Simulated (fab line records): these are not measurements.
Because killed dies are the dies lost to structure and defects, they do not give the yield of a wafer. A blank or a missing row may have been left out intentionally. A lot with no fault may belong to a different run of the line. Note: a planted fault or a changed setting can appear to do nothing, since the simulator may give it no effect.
Problem report, 8D (eight disciplines) form, completed by code    flow berkeley-cmos170    the parts of the form that need people (team, actions taken, sign-off) are left out

1. THE PROBLEM
CONTACT_OVL at UCB170_CONTACT_OVL_MEAS_16 reads a mean of -126 nm on 6 wafers of 2 lots; wafers without a fault read 2 nm with a standard deviation of 5.3. That is -24 standard deviations from the usual mean.
Seen first at day 10 02:43 on overlay-01, wafer L133.3. The record holds 42 wafers of 14 lots with a number at this step. The rule behind "out" and "out of limits": a value lying over 4 standard deviations away from the usual mean. Any other wafer with a number is counted as sound.

2. WHAT IT IS, AND WHAT IT ISN'T
question                     is                      is not
which readings at this step  CONTACT_OVL             -
which lots                   L133, L136              L118, L119, L120, L122, L123, L124, L125, L126, L127, L128, L140, L141
which wafers of those lots   all that have a number  -
read on which gauges         overlay-01              overlay-02
when                         from day 10 02:43       up to then (30 sound wafers); but 6 sound wafers of L140, L141 came after

3. THE SUSPECTS, EACH WITH WHAT RULES IT OUT
Counting: a tool stays on the suspect list if, at a process step up to the reading, it processed all lots that are out and no sound lot following the first of them.
- the gauge at UCB170_CONTACT_OVL_MEAS_16: kept. All the wafers that are out were read on overlay-01, and no step on other tools shows them out.
- krf-scanner-02 at UCB170_CONTACT_EXPOSE_12 (exposes mask CONT, target cd 700 nm): kept. It processed each lot that is out, first L133 at day 10 02:14, and no sound lot thereafter; up to then, the last sound lot it processed was L128 at day 9 01:23.
After counting, krf-scanner-02 at UCB170_CONTACT_EXPOSE_12 and overlay-01 at UCB170_CONTACT_OVL_MEAS_16 remain.

4. THE CAUSE (what the simulator had put in)
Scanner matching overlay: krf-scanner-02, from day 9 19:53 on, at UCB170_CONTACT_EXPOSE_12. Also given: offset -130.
This tool is one of the 2 suspects left after counting.

5. THE CHAIN OF EFFECTS, in route order
Each row: a reading where the mean over the struck wafers with a number is more than 3 standard deviations away from the usual. Only readings whose record carries a usual standard deviation are examined. hours: median over the lots of the time between each lot's start at the first step of this table that gives one and its start at this step. sigmas: the change, counted in usual standard deviations.
hours  step                        reading      usual  on struck wafers  change  sigmas
0      UCB170_CONTACT_OVL_MEAS_16  CONTACT_OVL  2 nm   -126              -128    -24
Later steps that measure or inspect, where all struck wafers having a row at the step show a number for every such reading and not one has moved that far: UCB170_CONTACT_CD_MEAS_90.

6. HOW IT WOULD HAVE BEEN CAUGHT EARLIER
7 hours passed between the start of the fault at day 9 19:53 and the first reading out of limits at a measuring or inspecting step in this record, taken at day 10 02:43.
Tool readings at UCB170_CONTACT_EXPOSE_12 with a usual standard deviation given in the record: none out on any struck wafer, hence no alarm at a limit of 4 standard deviations on them.
Among the 2 lots that are out, L136 began UCB170_CONTACT_EXPOSE_12 on krf-scanner-02 after day 10 02:43. A tool hold placed at that time would have kept it from harm.
